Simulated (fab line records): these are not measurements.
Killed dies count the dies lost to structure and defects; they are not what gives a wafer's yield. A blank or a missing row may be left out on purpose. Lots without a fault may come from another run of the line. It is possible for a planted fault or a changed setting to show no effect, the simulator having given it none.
The tool behind it: which one? / flow ritCmos / 14 lots, 42 wafers sampled, at 2 steps of a route of 202

## WHAT THE GAUGES SHOWED, per wafer
RIT_CONTACT_CD_MEAS_08: the cd target is 1000 nm. Usual: cdNm reads 1000.7 nm (standard deviation 2.1).
lot=L353; measured=day 3 13:46; on=cdSem-01; cdNm (nm)=1000.9 1001.2 1004.4; flag=
lot=L354; measured=day 3 16:22; on=cdSem-01; cdNm (nm)=998.3 997.6 997.7; flag=
lot=L355; measured=day 3 20:03; on=cdSem-01; cdNm (nm)=1000.2 1000.0 999.6; flag=
lot=L356; measured=day 4 03:48; on=cdSem-01; cdNm (nm)=997.7 997.6 998.1; flag=
lot=L357; measured=day 4 10:18; on=cdSem-01; cdNm (nm)=1003.6 1001.7 1001.3; flag=
lot=L358; measured=day 4 14:07; on=cdSem-01; cdNm (nm)=1005.6 1004.5 1002.4; flag=
lot=L359; measured=day 4 17:36; on=cdSem-02; cdNm (nm)=1001.9 1002.6 1001.6; flag=
lot=L360; measured=day 5 01:44; on=cdSem-02; cdNm (nm)=1000.3 1001.2 999.6; flag=
lot=L361; measured=day 5 03:08; on=cdSem-02; cdNm (nm)=1002.6 1001.1 1001.4; flag=
lot=L362; measured=day 5 10:35; on=cdSem-02; cdNm (nm)=1002.1 1002.7 1002.6; flag=
lot=L364; measured=day 5 22:54; on=cdSem-01; cdNm (nm)=996.3 998.1 998.8; flag=
lot=L367; measured=day 6 13:40; on=cdSem-01; cdNm (nm)=1004.1 1001.7 1003.6; flag=
lot=L372; measured=day 7 13:53; on=cdSem-01; cdNm (nm)=989.8 992.8 991.5; flag=OFF
lot=L373; measured=day 7 18:57; on=cdSem-01; cdNm (nm)=988.3 987.8 990.3; flag=OFF

## WHAT TOOL EACH LOT RAN ON (gives the tool, then ch and the chambers of the sampled wafers, and finally the start)
lot=L353; RIT_CONTACT_DEVELOP_07=lithoTrack-01 ch 0, day 3 13:00
lot=L354; RIT_CONTACT_DEVELOP_07=lithoTrack-04 ch 0, day 3 16:00
lot=L355; RIT_CONTACT_DEVELOP_07=lithoTrack-01 ch 0, day 3 19:00
lot=L356; RIT_CONTACT_DEVELOP_07=lithoTrack-03 ch 0, day 4 03:00
lot=L357; RIT_CONTACT_DEVELOP_07=lithoTrack-01 ch 0, day 4 10:00
lot=L358; RIT_CONTACT_DEVELOP_07=lithoTrack-01 ch 0, day 4 13:00
lot=L359; RIT_CONTACT_DEVELOP_07=lithoTrack-03 ch 0, day 4 17:00
lot=L360; RIT_CONTACT_DEVELOP_07=lithoTrack-01 ch 0, day 5 01:00
lot=L361; RIT_CONTACT_DEVELOP_07=lithoTrack-01 ch 0, day 5 02:00
lot=L362; RIT_CONTACT_DEVELOP_07=lithoTrack-01 ch 0, day 5 10:00
lot=L364; RIT_CONTACT_DEVELOP_07=lithoTrack-01 ch 0, day 5 22:00
lot=L367; RIT_CONTACT_DEVELOP_07=lithoTrack-04 ch 0, day 6 13:00
lot=L372; RIT_CONTACT_DEVELOP_07=lithoTrack-04 ch 0, day 7 13:00
lot=L373; RIT_CONTACT_DEVELOP_07=lithoTrack-04 ch 0, day 7 18:00
- RIT_CONTACT_DEVELOP_07: develop time 120 s.

## WHAT THE TOOLS THEMSELVES READ (means of the sampled wafers that have a number; where no wafer has one, the mark that the record gives instead)
The record holds no such reading with a usual standard deviation.

## THE ANSWER, worked out from the rows above alone
Rule: lot off if the mean of its wafers having a number is beyond 3 standard deviations from the usual mean. Also off: a lot with no number at a reading for which 4 or more lots have one. The other lots that the step has rows for count as sound. After the gauges, taken in route order, come the tools' own readings; for these a lot's mean is taken, as printed above. The first step at which some lot is off is used, and at that step the reading that is off furthest; a lot without a number counts as furthest.
Off: L372, L373 (RIT_CONTACT_CD_MEAS_08, cdNm).
A tool fits if, at a process step before that reading, it ran every lot that is off, and no sound lot after the first of them. Gauges at RIT_CONTACT_CD_MEAS_08: tried the same way as those tools. Can't be told from this: 2 tools fit, lithoTrack-04 at RIT_CONTACT_DEVELOP_07, cdSem-01 at RIT_CONTACT_CD_MEAS_08.

## WHAT WAS PUT IN BY THE SIMULATOR
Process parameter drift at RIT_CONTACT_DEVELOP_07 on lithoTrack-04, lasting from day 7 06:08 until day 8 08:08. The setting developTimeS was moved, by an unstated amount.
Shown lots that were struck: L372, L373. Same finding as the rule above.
